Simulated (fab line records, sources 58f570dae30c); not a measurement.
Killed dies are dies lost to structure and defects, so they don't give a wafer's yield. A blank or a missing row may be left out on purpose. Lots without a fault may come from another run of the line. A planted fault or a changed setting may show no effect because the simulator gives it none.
Which tool did it? | flow berkeley_cmos170 | 14 lots, 42 wafers sampled, at 2 steps of a route of 331

WHAT THE GAUGES READ, wafer by wafer
UCB170_PFIELD_TW_MEAS_09.
lot  | measured     | on            | PFIELD_TW
L984 | day 5 11:19  | film_metro-02 | 602 599 603
L982 | day 5 11:31  | film_metro-03 | 611 615 615
L985 | day 5 17:55  | film_metro-03 | 613 615 613
L991 | day 6 23:43  | film_metro-03 | 615 613 613
L992 | day 7 06:44  | film_metro-02 | 601 603 604
L995 | day 7 15:01  | film_metro-03 | 609 614 609
L997 | day 8 07:38  | film_metro-02 | 596 595 594
L998 | day 8 11:33  | film_metro-02 | 597 599 597
L999 | day 8 12:31  | film_metro-03 | 611 614 610
L100 | day 9 04:18  | film_metro-01 | 592 596 594
L101 | day 9 10:55  | film_metro-02 | 598 601 596
L102 | day 9 17:24  | film_metro-03 | 613 615 613
L103 | day 9 18:58  | film_metro-03 | 614 611 612
L104 | day 10 06:16 | film_metro-01 | 597 599 597

UCB170_FIELD_THK_MEAS_90.
lot  | measured     | on            | FIELD_OXIDE_LEFT_1_THK (nm)
L984 | day 6 02:05  | film_metro-03 | 438 433 430
L982 | day 6 07:26  | film_metro-03 | 446 450 440
L985 | day 6 07:27  | film_metro-04 | 440 436 441
L991 | day 7 19:53  | film_metro-03 | 440 443 451
L992 | day 8 03:58  | film_metro-04 | 448 437 435
L995 | day 8 08:22  | film_metro-02 | 431 443 444
L997 | day 9 03:35  | film_metro-04 | 430 428 439
L998 | day 9 03:36  | film_metro-03 | 422 425 432
L999 | day 9 03:36  | film_metro-02 | 420 425 417
L100 | day 9 22:58  | film_metro-02 | 435 442 450
L101 | day 10 07:29 | film_metro-02 | 427 421 436
L102 | day 10 12:35 | film_metro-04 | 448 440 448
L103 | day 10 12:35 | film_metro-02 | 457 446 446
L104 | day 11 01:05 | film_metro-03 | 434 444 440

WHICH TOOL RAN EACH LOT (tool, then ch and the chambers of the sampled wafers, then the start)
The record holds no process step before these readings.

WHAT THE TOOLS THEMSELVES READ (means of the sampled wafers that have a number; where no wafer has one, the mark that the record gives instead)
The record holds no such reading with a usual standard deviation.

THE ANSWER, worked out from the rows above alone
Rule: what is usual is taken from the lots themselves. Put in order of their means at a reading, lots are off if they are a third of the lots or fewer, leave a main group of 4 or more, and stand apart from it by a gap of 3 or more times the standard deviation of the main group's means; of several such gaps the widest counts. A main group whose means are all the same, to the digits that the tables above print for the reading, isn't used. A lot without any number at a reading at which 4 lots or more have one is off too. The other lots that the step has rows for count as sound. The gauges are gone through in route order, then the tools' own readings, and for those a lot's mean is taken as printed above. The first step at which some lot is off is used, and at that step the reading that is off furthest; a lot without a number counts as furthest.
No lot is off at any reading shown: from this, nothing can be told.

WHAT THE SIMULATOR HAD PUT IN
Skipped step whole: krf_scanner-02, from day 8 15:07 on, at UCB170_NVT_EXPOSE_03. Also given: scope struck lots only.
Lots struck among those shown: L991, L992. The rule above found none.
